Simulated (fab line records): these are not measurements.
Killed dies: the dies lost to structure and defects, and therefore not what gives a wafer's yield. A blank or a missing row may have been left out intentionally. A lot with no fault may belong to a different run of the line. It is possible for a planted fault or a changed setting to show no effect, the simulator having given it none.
fab line records    flow rit-cmos
record lots=7  wafers=21  last-day=6
route steps=202 shown ACTIVE@1 FOX1@20 FOX2@23 M1@202
lots untouched by any fault: they come from a run of this same line in which no faults occurred
start-h: hours from the record's first day to the start of the lot's first wafer shown    wait-h: hours elapsed since this lot's preceding step    " identical to the entry in the row above    L1.1+2: a row that stands for several wafers    - no value, or no start given    * or withheld: withheld    < > ~ a bound
route shown NAME@n: names a module that has steps shown in the file, with the first one's number in the route    usual: average and standard deviation across the fault-free wafers    same: alike in all rows    chamber/n: place in a boat    sites: the reading at each site    _std_site: the values' standard deviation    _edge_site: mean of outer sites minus mean of inner sites    radius-mm: for every site, how far away it sits from the centre of the wafer    mask NAME#n: copy n    behind: tool/chamber where the wafer was last shaped    hold: why the lot went on hold/how many hours it stayed there/how the hold came to an end    device: names the non-switching transistor (n, p or np)    end of line: tests of these same wafers at the route's end    a step without rows: its recipe alone    killed: not the wafer's yield, but the dies lost to structure and defects at the first sort    map: a wafer's dies, marking killed ones x, the rest . and places with no die _
set.NAME: setting as actually run; set.NAME@STEP: the setting as run at that earlier step    model.NAME: the simulator's own value behind a step, which no gauge read
a table for each step, a row for each wafer; lots at some steps of the route
services: a tool's chamber out of use, with start hour (start-h, from the record's first day; less than 0 if before it), hours out, and reason
## steps
# step RIT_ACTIVE_BOW_MEAS_00
# recipe mode=bow
# usual INCOMING_BOW=-1/6.6
lot.wafer  tool           chamber  start-h  wait-h  INCOMING_BOW[um]
L956.1     film-metro-01  -        15.00    -       1
L956.2     "              -        "        "       1
L956.5     "              -        "        "       -1
L958.2     film-metro-04  -        25.02    -       1
L958.4     "              -        "        "       10
L958.5     "              -        "        "       -10
L960.3     film-metro-01  -        35.04    -       1
L960.4     "              -        "        "       -9
L960.6     "              -        "        "       3
L962.3     film-metro-02  -        45.04    -       -3
L962.4     "              -        "        "       -13
L962.6     "              -        "        "       -2
L963.2     film-metro-01  -        50.02    -       2
L963.3     "              -        "        "       -2
L963.4     "              -        "        "       -2
L969.1     film-metro-01  -        80.00    -       -13
L969.4     "              -        "        "       -9
L969.6     "              -        "        "       4
L971.1     film-metro-04  -        90.00    -       10
L971.2     "              -        "        "       7
L971.4     "              -        "        "       -3
# step RIT_ACTIVE_OXIDATION_01
# recipe temp-c=1000  ambient=O2  target-thk-a=468  ox-time-s=3200
# usual ox-temp-c-max=1003.9/1  tube_center_temp_C_max=1002.6/0.41  zone-power-centre-pct=52/5
lot.wafer  tool        chamber  start-h  wait-h  ox-temp-c-max  tube_center_temp_C_max  zone-power-centre-pct
L956.1     furnace-03  0        16.01    1.0     1005.1         1002.2                  45
L956.2     "           0        "        "       1004.6         1002.4                  44
L956.5     "           0        "        "       1003.4         1003.2                  44
L958.2     furnace-01  0        25.12    0.1     1004.6         1002.8                  58
L958.4     "           0        "        "       1003.2         1002.6                  56
L958.5     "           0        "        "       1003.9         1002.7                  56
L960.3     furnace-04  0        35.12    0.1     1003.3         1003.0                  49
L960.4     "           0        "        "       1002.8         1002.4                  50
L960.6     "           0        "        "       1003.7         1003.0                  49
L962.3     furnace-01  0        45.12    0.1     1004.4         1002.4                  58
L962.4     "           0        "        "       1005.2         1002.4                  58
L962.6     "           0        "        "       1004.9         1001.9                  57
L962.3     furnace-04  0        47.22    0.2     1002.1         1002.3                  50
L962.4     "           0        "        "       1003.0         1002.2                  50
L962.6     "           0        "        "       1003.6         1001.9                  50
L963.2     furnace-01  0        50.12    0.1     1004.5         1002.4                  56
L963.3     "           0        "        "       1003.9         1002.8                  56
L963.4     "           0        "        "       1003.6         1003.1                  57
L963.2     furnace-03  0        52.22    0.2     1003.7         1002.8                  45
L963.3     "           0        "        "       1004.0         1002.9                  44
L963.4     "           0        "        "       1004.9         1002.3                  45
L969.1     furnace-01  0        80.12    0.1     1004.2         1003.0                  57
L969.4     "           0        "        "       1005.1         1002.6                  57
L969.6     "           0        "        "       1004.0         1002.6                  57
L969.1     furnace-01  0        83.13    1.1     1004.4         1002.4                  57
L969.4     "           0        "        "       1003.2         1003.5                  58
L969.6     "           0        "        "       1005.2         1003.8                  56
L971.1     furnace-01  0        90.12    0.1     1003.6         1002.2                  57
L971.2     "           0        "        "       1004.6         1003.4                  57
L971.4     "           0        "        "       1004.0         1002.4                  56
# step RIT_ACTIVE_THK_MEAS_02
# recipe reads=SiO2_of_ACTIVE_OXIDATION_01
# usual ACTIVE_OXIDE_THK=44.9/0.75
lot.wafer  tool           chamber  start-h  wait-h  ACTIVE_OXIDE_THK[nm]
L956.1     film-metro-02  -        17.94    0.0     44.8
L956.2     "              -        "        "       45.4
L956.5     "              -        "        "       46.1
L958.2     film-metro-02  -        27.06    0.0     46.6
L958.4     "              -        "        "       46.6
L958.5     "              -        "        "       45.9
L960.3     film-metro-01  -        37.07    0.0     44.9
L960.4     "              -        "        "       44.1
L960.6     "              -        "        "       44.9
L962.3     film-metro-02  -        49.18    0.0     70.7
L962.4     "              -        "        "       71.5
L962.6     "              -        "        "       69.5
L963.2     film-metro-04  -        54.16    0.0     72.2
L963.3     "              -        "        "       72.9
L963.4     "              -        "        "       72.6
L969.1     film-metro-02  -        85.06    0.0     71.8
L969.4     "              -        "        "       72.0
L969.6     "              -        "        "       71.3
L971.1     film-metro-04  -        92.05    0.0     45.0
L971.2     "              -        "        "       44.7
L971.4     "              -        "        "       44.7
# step RIT_ACTIVE_CVD_03
# recipe material=Si3N4  target-thk-nm=150  temp-c=810  precursor=SiH2Cl2/NH3  time-s=1500  pressure-mtorr=300  sih2cl2-flow-sccm=60  nh3-flow-sccm=150
# step RIT_ACTIVE_THK_MEAS_04
# recipe reads=Si3N4_of_ACTIVE_CVD_03
# usual ACTIVE_NITRIDE_THK=150.3/1.3
lot.wafer  tool           chamber  start-h  wait-h  ACTIVE_NITRIDE_THK[nm]
L956.1     film-metro-02  -        19.42    0.0     149.3
L956.2     "              -        "        "       149.9
L956.5     "              -        "        "       150.7
L958.2     film-metro-01  -        29.25    0.0     149.7
L958.4     "              -        "        "       150.1
L958.5     "              -        "        "       148.9
L960.3     film-metro-01  -        38.55    0.0     149.3
L960.4     "              -        "        "       149.2
L960.6     "              -        "        "       150.5
L962.3     film-metro-01  -        51.68    0.0     150.8
L962.4     "              -        "        "       150.1
L962.6     "              -        "        "       151.1
L963.2     film-metro-04  -        55.64    0.0     149.5
L963.3     "              -        "        "       149.8
L963.4     "              -        "        "       150.5
L969.1     film-metro-01  -        86.56    0.0     150.9
L969.4     "              -        "        "       150.7
L969.6     "              -        "        "       150.8
L971.1     film-metro-02  -        93.53    0.0     150.9
L971.2     "              -        "        "       148.9
L971.4     "              -        "        "       150.4
# step RIT_ACTIVE_HMDS_05
# recipe prime-time-s=60  prime-temp-c=140
# step RIT_ACTIVE_COAT_06
# recipe resist=NOVOLAK  spin-rpm=3250  resist-thk-nm=1000
# step RIT_ACTIVE_SOFTBAKE_07
# recipe resist=NOVOLAK  temp-c=90  time-s=60
# step RIT_ACTIVE_EXPOSE_08
# recipe mask-id=M1  na=0.6  source-shape=conventional  sigma-outer=0.6  target-cd-nm=1400  dose-mj=225
# step RIT_ACTIVE_PEB_09
# recipe resist=NOVOLAK  temp-c=withheld  time-s=withheld
# step RIT_ACTIVE_DEVELOP_10
# recipe resist=NOVOLAK  develop-time-s=51  dev-temp-c=23
# step RIT_ACTIVE_CD_MEAS_11
# recipe target-cd-nm=1400
# usual cd-nm=1399.5/2.4
lot.wafer  tool       chamber  start-h  wait-h  cd-nm
L956.1     cd-sem-01  -        20.33    -       1396.7
L956.2     "          -        "        "       1397.4
L956.5     "          -        "        "       1399.7
L958.2     cd-sem-01  -        30.17    -       1398.5
L958.4     "          -        "        "       1399.5
L958.5     "          -        "        "       1399.7
L960.3     cd-sem-01  -        39.70    -       1398.5
L960.4     "          -        "        "       1401.9
L960.6     "          -        "        "       1400.2
L962.3     cd-sem-02  -        52.73    -       1404.3
L962.4     "          -        "        "       1401.4
L962.6     "          -        "        "       1401.5
L963.2     cd-sem-01  -        56.65    -       1400.9
L963.3     "          -        "        "       1401.7
L963.4     "          -        "        "       1404.3
L969.1     cd-sem-01  -        87.75    -       1401.6
L969.4     "          -        "        "       1399.6
L969.6     "          -        "        "       1400.1
L971.1     cd-sem-02  -        94.56    -       1396.0
L971.2     "          -        "        "       1397.4
L971.4     "          -        "        "       1395.8
# step RIT_ACTIVE_HARDBAKE_12
# recipe resist=NOVOLAK  temp-c=140  time-s=60
# step RIT_ACTIVE_ETCH_13
# recipe stop-on=SiO2  chemistry=SF6  target=Si3N4  time-s=210  over-etch-frac=0.4  SF6_flow_sccm=200  pressure-mtorr=260  rf-w=125  target-depth-a=2100
# usual SF6_flow_sccm=200.0/0.59  drypump-motor-current-A=5.9/0.62  oes-product-au=0.819/0.01  throttle-valve-pct=7.47/0.11
lot.wafer  tool         chamber  start-h  wait-h  SF6_flow_sccm  drypump-motor-current-A  oes-product-au  rf-hours-counter-h  throttle-valve-pct  model.SiO2_of_ACTIVE_OXIDATION_01.thk-nm
L956.1     rie-diel-01  1        20.60    0.1     200.6          6.3                      0.813           70                  7.43                44.53
L956.2     "            0        "        "       200.7          6.4                      0.819           5                   7.35                45.4
L956.5     "            1        "        "       201.0          6.3                      0.816           -                   7.42                45.8
L958.2     rie-diel-03  0        30.49    0.1     200.6          5.5                      0.834           65                  7.45                46.12
L958.4     "            3        "        "       199.6          6.6                      0.815           107                 7.38                46.6
L958.5     "            3        "        "       199.3          6.6                      0.812           -                   7.38                45.85
L960.3     rie-diel-04  2        39.93    0.1     199.2          5.3                      0.813           106                 7.43                44.93
L960.4     "            0        "        "       200.3          6.6                      0.831           108                 7.55                44.15
L960.6     "            1        "        "       200.4          6.5                      0.830           -                   7.62                44.26
L962.3     rie-diel-01  2        52.96    0.1     200.1          6.4                      0.824           6                   7.46                69.8
L962.4     "            3        "        "       200.1          4.8                      0.826           80                  7.32                70.91
L962.6     "            2        "        "       199.7          6.4                      0.834           -                   7.46                68.58
L963.2     rie-diel-04  3        56.95    0.1     198.6          6.7                      0.807           60                  7.75                70.5
L963.3     "            2        "        "       199.4          5.3                      0.811           106                 7.42                72.88
L963.4     "            1        "        "       199.7          6.5                      0.829           98                  7.60                71.92
L969.1     rie-diel-04  0        88.15    0.1     200.8          6.5                      0.830           108                 7.56                71.8
L969.4     "            3        "        "       199.4          6.7                      0.823           61                  7.74                70.29
L969.6     "            3        "        "       199.4          6.7                      0.821           -                   7.74                69.62
L971.1     rie-diel-03  1        94.83    0.1     199.6          5.3                      0.808           69                  7.54                42.92
L971.2     "            2        "        "       199.7          5.6                      0.824           119                 7.49                44.75
L971.4     "            3        "        "       200.3          6.5                      0.815           108                 7.40                44.77
# step RIT_ACTIVE_STRIP_14
# recipe chemistry=O2  time-s=180  resist=NOVOLAK  platen-temp-c=withheld  power-w=500  pressure-mtorr=4000  o2-flow-sccm=4000
# usual drypump-motor-current-A=5.5/0.34
lot.wafer  tool             chamber  start-h  wait-h  drypump-motor-current-A  rf-hours-counter-h
L956.1     plasma-asher-03  0        20.73    0.1     5.0                      37
L956.2     "                1        "        "       5.8                      37
L956.5     "                0        "        "       5.0                      -
L958.2     plasma-asher-02  1        30.62    0.1     5.7                      38
L958.4     "                1        "        "       5.7                      -
L958.5     "                1        "        "       5.7                      -
L960.3     plasma-asher-04  0        40.12    0.1     5.7                      -
L960.4     "                1        "        "       5.3                      -
L960.6     "                1        "        "       5.3                      -
L962.3     plasma-asher-04  1        53.15    0.1     5.3                      -
L962.4     "                0        "        "       5.7                      -
L962.6     "                1        "        "       5.3                      -
L963.2     plasma-asher-03  1        57.08    0.1     5.8                      41
L963.3     "                1        "        "       5.8                      -
L963.4     "                0        "        "       5.0                      -
L969.1     plasma-asher-04  0        88.28    0.1     5.8                      29
L969.4     "                0        "        "       5.8                      -
L969.6     "                0        "        "       5.7                      -
L971.1     plasma-asher-03  0        94.97    0.1     5.0                      45
L971.2     "                1        "        "       5.8                      45
L971.4     "                1        "        "       5.8                      -
# step RIT_ACTIVE_CD_MEAS_90
# recipe target-cd-nm=1400
# usual cd-nm=1399.5/2.4
lot.wafer  tool       chamber  start-h  wait-h  cd-nm
L956.1     cd-sem-01  -        20.91    0.1     1397.4
L956.2     "          -        "        "       1397.9
L956.5     "          -        "        "       1399.8
L958.2     cd-sem-02  -        30.82    0.1     1398.3
L958.4     "          -        "        "       1399.6
L958.5     "          -        "        "       1399.4
L960.3     cd-sem-02  -        40.27    0.1     1398.4
L960.4     "          -        "        "       1401.7
L960.6     "          -        "        "       1400.3
L962.3     cd-sem-01  -        53.30    0.1     1404.2
L962.4     "          -        "        "       1401.4
L962.6     "          -        "        "       1400.8
L963.2     cd-sem-02  -        57.27    0.1     1401.0
L963.3     "          -        "        "       1402.0
L963.4     "          -        "        "       1404.4
L969.1     cd-sem-02  -        88.46    0.1     1401.4
L969.4     "          -        "        "       1399.6
L969.6     "          -        "        "       1400.3
L971.1     cd-sem-01  -        95.14    0.1     1396.0
L971.2     "          -        "        "       1397.6
L971.4     "          -        "        "       1395.9
# step RIT_ACTIVE_CLEAN_15
# recipe chemistry=SC1  mix=3:3:50  time-s=600  temp-c=75
# step RIT_ACTIVE_CLEAN_16
# recipe chemistry=dHF  dilution=50:1  time-s=30
# step RIT_ACTIVE_CLEAN_17
# recipe chemistry=SC2  mix=3:3:50  time-s=600  temp-c=75  dry=n2-spin
# step RIT_FOX1_OXIDATION_00
# recipe temp-c=1100  ambient=H2O  target-thk-a=3507  p-h2o-torr=720  ox-time-s=1130
# step RIT_FOX1_THK_MEAS_01
# recipe reads=SiO2_of_FOX1_OXIDATION_00
# usual FOX1_OXIDE_THK=347/5.7
lot.wafer  tool           chamber  start-h  wait-h  FOX1_OXIDE_THK[nm]
L956.1     film-metro-03  -        22.71    0.0     359
L956.2     "              -        "        "       355
L956.5     "              -        "        "       353
L958.2     film-metro-01  -        32.61    0.0     347
L958.4     "              -        "        "       340
L958.5     "              -        "        "       346
L960.3     film-metro-04  -        42.05    0.0     355
L960.4     "              -        "        "       356
L960.6     "              -        "        "       354
L962.3     film-metro-01  -        56.33    0.1     340
L962.4     "              -        "        "       348
L962.6     "              -        "        "       347
L963.2     film-metro-03  -        59.07    0.0     341
L963.3     "              -        "        "       347
L963.4     "              -        "        "       342
L969.1     film-metro-04  -        91.23    0.1     344
L969.4     "              -        "        "       343
L969.6     "              -        "        "       336
L971.1     film-metro-04  -        96.98    0.0     342
L971.2     "              -        "        "       343
L971.4     "              -        "        "       337
# step RIT_FOX1_WET_ETCH_02
# recipe chemistry=BOE  target-depth-nm=350  time-s=390  temp-c=21.5  dry=n2-spin  dilution=10:1  target=SiO2
# step RIT_FOX2_OXIDATION_00
# recipe temp-c=1100  ambient=H2O  target-thk-a=3507  p-h2o-torr=720  ox-time-s=1130
# step RIT_FOX2_THK_MEAS_01
# recipe reads=SiO2_of_FOX2_OXIDATION_00
# usual FOX2_OXIDE_THK=350/5.9
lot.wafer  tool           chamber  start-h  wait-h  FOX2_OXIDE_THK[nm]
L956.1     film-metro-04  -        24.20    0.0     364
L956.2     "              -        "        "       357
L956.5     "              -        "        "       358
L958.2     film-metro-04  -        34.10    0.0     360
L958.4     "              -        "        "       361
L958.5     "              -        "        "       356
L960.3     film-metro-03  -        43.54    0.0     346
L960.4     "              -        "        "       344
L960.6     "              -        "        "       354
L962.3     film-metro-03  -        58.39    0.0     349
L962.4     "              -        "        "       345
L962.6     "              -        "        "       345
L963.2     film-metro-03  -        60.66    0.1     355
L963.3     "              -        "        "       353
L963.4     "              -        "        "       355
L969.1     film-metro-02  -        93.37    0.0     352
L969.4     "              -        "        "       345
L969.6     "              -        "        "       345
L971.1     film-metro-02  -        98.47    0.0     350
L971.2     "              -        "        "       356
L971.4     "              -        "        "       347
# step RIT_FOX2_CLEAN_02
# recipe chemistry=dHF  dilution=50:1  time-s=173
# step RIT_FOX2_WET_ETCH_03
# recipe chemistry=H3PO4  target=Si3N4  target-depth-nm=195  temp-c=165  time-s=2700
# usual bath-heat-duty-pct=28.6/2.7
lot.wafer  tool          chamber  start-h  wait-h  bath-heat-duty-pct  model.SiO2_of_ACTIVE_OXIDATION_01.thk-nm
L956.1     wet-bench-04  0        24.32    0.0     27.6                39.56
L956.2     "             0        "        "       27.8                40.34
L956.5     "             0        "        "       26.8                40.67
L958.2     wet-bench-02  1        34.21    0.0     33.1                41.05
L958.4     "             1        "        "       31.9                41.44
L958.5     "             1        "        "       32.4                40.79
L960.3     wet-bench-02  2        43.64    0.0     27.5                40.02
L960.4     "             2        "        "       28.2                39.31
L960.6     "             2        "        "       29.3                39.4
L962.3     wet-bench-02  1        58.49    0.0     31.3                61.96
L962.4     "             1        "        "       31.3                62.97
L962.6     "             1        "        "       34.7                60.9
L963.2     wet-bench-04  2        60.78    0.0     28.3                62.62
L963.3     "             2        "        "       26.6                64.76
L963.4     "             2        "        "       29.1                63.94
L969.1     wet-bench-01  1        93.49    0.0     28.4                63.88
L969.4     "             1        "        "       30.9                62.53
L969.6     "             1        "        "       30.9                61.98
L971.1     wet-bench-01  2        98.59    0.0     33.7                38.17
L971.2     "             2        "        "       28.4                39.79
L971.4     "             2        "        "       32.8                39.81
# step RIT_FOX2_THK_MEAS_90
# recipe reads=SiO2_of_FOX2_OXIDATION_00
# usual FIELD_OXIDE_LEFT_1_THK=323/5.9
lot.wafer  tool           chamber  start-h  wait-h  FIELD_OXIDE_LEFT_1_THK[nm]
L956.1     film-metro-03  -        25.11    0.0     338
L956.2     "              -        "        "       331
L956.5     "              -        "        "       332
L958.2     film-metro-02  -        34.98    0.0     333
L958.4     "              -        "        "       334
L958.5     "              -        "        "       330
L960.3     film-metro-03  -        44.42    0.0     319
L960.4     "              -        "        "       317
L960.6     "              -        "        "       327
L962.3     film-metro-04  -        59.37    0.1     323
L962.4     "              -        "        "       319
L962.6     "              -        "        "       319
L963.2     film-metro-02  -        61.55    0.0     328
L963.3     "              -        "        "       326
L963.4     "              -        "        "       328
L969.1     film-metro-04  -        94.24    0.0     325
L969.4     "              -        "        "       318
L969.6     "              -        "        "       319
L971.1     film-metro-02  -        99.41    0.0     323
L971.2     "              -        "        "       329
L971.4     "              -        "        "       320
# step RIT_M1_PROBE_99
# usual killed-at-contacts=0.1/0.34  killed-at-front-end=7/3  killed-dies=7/3.1  killed-open=3.4/1.9  killed-short=3.4/2.1
# same gross-dies=264  killed_at_M0_to_M3=0  killed_at_M4_up=0  killed-at-back-side=0  killed-at-other=0
lot.wafer  tool       chamber  start-h  wait-h  killed-at-contacts  killed-at-front-end  killed-dies  killed-open  killed-short
L956.1     prober-01  -        61.36    0.1     0                   9                    9            6            3
L956.2     prober-01  -        61.41    0.1     0                   6                    6            1            5
L956.5     prober-01  -        61.56    0.2     0                   6                    6            2            4
L958.2     prober-01  -        73.72    0.1     0                   9                    9            7            2
L958.4     prober-01  -        73.82    0.2     0                   6                    6            3            3
L958.5     prober-01  -        73.87    0.2     0                   5                    5            2            3
L960.3     prober-01  -        82.98    0.2     0                   4                    4            3            1
L960.4     prober-01  -        83.03    0.2     0                   3                    3            3            0
L960.6     prober-01  -        83.13    0.2     0                   7                    7            3            4
L962.3     prober-01  -        104.04   0.2     0                   12                   12           4            8
L962.4     prober-01  -        104.09   0.2     1                   4                    5            3            2
L962.6     prober-01  -        104.19   0.2     0                   9                    9            5            4
L963.2     prober-02  -        104.65   0.1     0                   12                   12           3            9
L963.3     prober-02  -        104.70   0.2     0                   6                    6            4            2
L963.4     prober-02  -        104.75   0.2     1                   8                    9            6            3
L969.1     prober-02  -        136.69   0.1     0                   8                    8            2            6
L969.4     prober-02  -        136.84   0.2     0                   7                    7            4            3
L969.6     prober-02  -        136.94   0.2     1                   9                    10           5            5
L971.1     prober-02  -        138.22   0.1     0                   9                    9            3            6
L971.2     prober-02  -        138.27   0.1     0                   10                   10           6            4
L971.4     prober-02  -        138.37   0.2     0                   2                    2            2            0
# killed by level:class
L956.1 SILICIDE:geometric-particle:open=3 FOX1:geometric-particle:open=1 FOX1:geometric-particle:short=1 GATE:geometric-particle:short=1 GATE:geometric-particle:open=1 SPACER:geometric-particle:open=1 SILICIDE:geometric-particle:short=1
L956.2 GATE:geometric-particle:short=2 FOX2:geometric-particle:short=1 SPACER:geometric-particle:short=1 SPACER:geometric-particle:open=1 SILICIDE:geometric-particle:short=1
L956.5 GATE:geometric-particle:open=2 REOX:geometric-particle:short=2 FOX1:geometric-particle:short=1 FOX2:geometric-particle:short=1
L958.2 GATE:geometric-particle:open=4 FOX1:geometric-particle:open=2 GATE:geometric-particle:short=1 SPACER:geometric-particle:short=1 SILICIDE:geometric-particle:open=1
L958.4 GATE:geometric-particle:short=2 GATE:geometric-particle:open=2 FOX1:geometric-particle:short=1 SILICIDE:geometric-particle:open=1
L958.5 FOX1:geometric-particle:short=1 FOX2:geometric-particle:short=1 FOX2:geometric-particle:open=1 REOX:geometric-particle:open=1 SPACER:geometric-particle:short=1
L960.3 FOX2:geometric-particle:open=1 REOX:geometric-particle:open=1 REOX:geometric-particle:short=1 SPACER:geometric-particle:open=1
L960.4 FOX1:geometric-particle:open=1 GATE:geometric-particle:open=1 REOX:geometric-particle:open=1
L960.6 FOX2:geometric-particle:open=2 FOX2:geometric-particle:short=1 GATE:geometric-particle:short=1 REOX:geometric-particle:short=1 SPACER:geometric-particle:short=1 SPACER:geometric-particle:open=1
L962.3 FOX1:geometric-particle:short=2 GATE:geometric-particle:short=2 REOX:geometric-particle:open=2 SPACER:geometric-particle:short=2 SILICIDE:geometric-particle:open=2 FOX2:geometric-particle:short=1 REOX:geometric-particle:short=1
L962.4 GATE:geometric-particle:open=2 GATE:geometric-particle:short=1 SILICIDE:geometric-particle:short=1 CONTACT:geometric-particle:open=1
L962.6 SILICIDE:geometric-particle:short=3 REOX:geometric-particle:open=2 FOX2:geometric-particle:open=1 GATE:geometric-particle:open=1 REOX:geometric-particle:short=1 SPACER:geometric-particle:open=1
L963.2 FOX1:geometric-particle:short=2 REOX:geometric-particle:short=2 GATE:geometric-particle:short=2 SPACER:geometric-particle:short=2 FOX1:geometric-particle:open=1 FOX2:geometric-particle:open=1 FOX2:geometric-particle:short=1 GATE:geometric-particle:open=1
L963.3 GATE:geometric-particle:open=2 GATE:geometric-particle:short=1 SPACER:geometric-particle:short=1 SPACER:geometric-particle:open=1 SILICIDE:geometric-particle:open=1
L963.4 SPACER:geometric-particle:open=3 GATE:geometric-particle:short=2 GATE:geometric-particle:open=2 REOX:geometric-particle:open=1 CONTACT:geometric-particle:short=1
L969.1 FOX1:geometric-particle:short=2 FOX2:geometric-particle:short=2 GATE:geometric-particle:open=2 SILICIDE:geometric-particle:short=2
L969.4 FOX1:geometric-particle:open=1 FOX2:geometric-particle:open=1 GATE:geometric-particle:short=1 GATE:geometric-particle:open=1 REOX:geometric-particle:short=1 SILICIDE:geometric-particle:short=1 SILICIDE:geometric-particle:open=1
L969.6 GATE:geometric-particle:open=2 FOX1:geometric-particle:short=1 FOX2:geometric-particle:open=1 FOX2:geometric-particle:short=1 GATE:geometric-particle:short=1 REOX:geometric-particle:open=1 SILICIDE:geometric-particle:open=1 SILICIDE:geometric-particle:short=1
L971.1 REOX:geometric-particle:short=3 FOX1:geometric-particle:short=2 GATE:geometric-particle:open=2 GATE:geometric-particle:short=1 REOX:geometric-particle:open=1
L971.2 FOX1:geometric-particle:open=4 FOX1:geometric-particle:short=2 GATE:geometric-particle:open=2 GATE:geometric-particle:short=1 SILICIDE:geometric-particle:short=1
L971.4 FOX2:geometric-particle:open=1 SILICIDE:geometric-particle:open=1
## services
tool             chamber  start-h  hours  kind
furnace-04       -        -4.96    1.7    pm
rie-diel-01      -        -2.55    14.6   pm
furnace-03       -        4.21     7.0    pm
rie-diel-04      3        6.10     3.4    repair
rie-diel-01      2        12.85    1.7    repair
rie-diel-04      0        24.03    4.2    repair
plasma-asher-02  -        30.99    2.8    pm
rie-diel-03      0        38.68    1.7    repair
furnace-01       -        52.12    4.1    pm
furnace-04       -        61.58    7.8    pm
rie-diel-04      1        74.75    5.0    repair
furnace-03       -        87.68    3.7    pm
## key
first-sign step=RIT_ACTIVE_OXIDATION_01  reading=visit  direction=added
effect step=RIT_ACTIVE_THK_MEAS_02  reading=ACTIVE_OXIDE_THK  direction=up  sigmas=36  usual=44.9  struck=71.6
model-effect step=RIT_ACTIVE_ETCH_13  value=SiO2_of_ACTIVE_OXIDATION_01.thk-nm  without=43.46  struck=70.23
model-effect step=RIT_FOX2_WET_ETCH_03  value=SiO2_of_ACTIVE_OXIDATION_01.thk-nm  without=38.9  struck=62.84
met-at RIT_ACTIVE_OXIDATION_01
struck-wafers L962.3,L962.4,L962.6,L963.2,L963.3,L963.4,L969.1,L969.4,L969.6
tester-left-out L962,L963,L969
fault kind=repeated-step-whole  tool=furnace-01,furnace-03,furnace-04  chamber=-  onset-h=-  steps=RIT_ACTIVE_OXIDATION_01  times=1  scope=struck-lots-only
# tester-left-out: of these lots the tester's yield and bins aren't shown, on N5 and GAA mostly nor the transistor test; their killed dies are dies lost to structure and defects alone, not to doping, threshold or leakage, so they don't give the yield
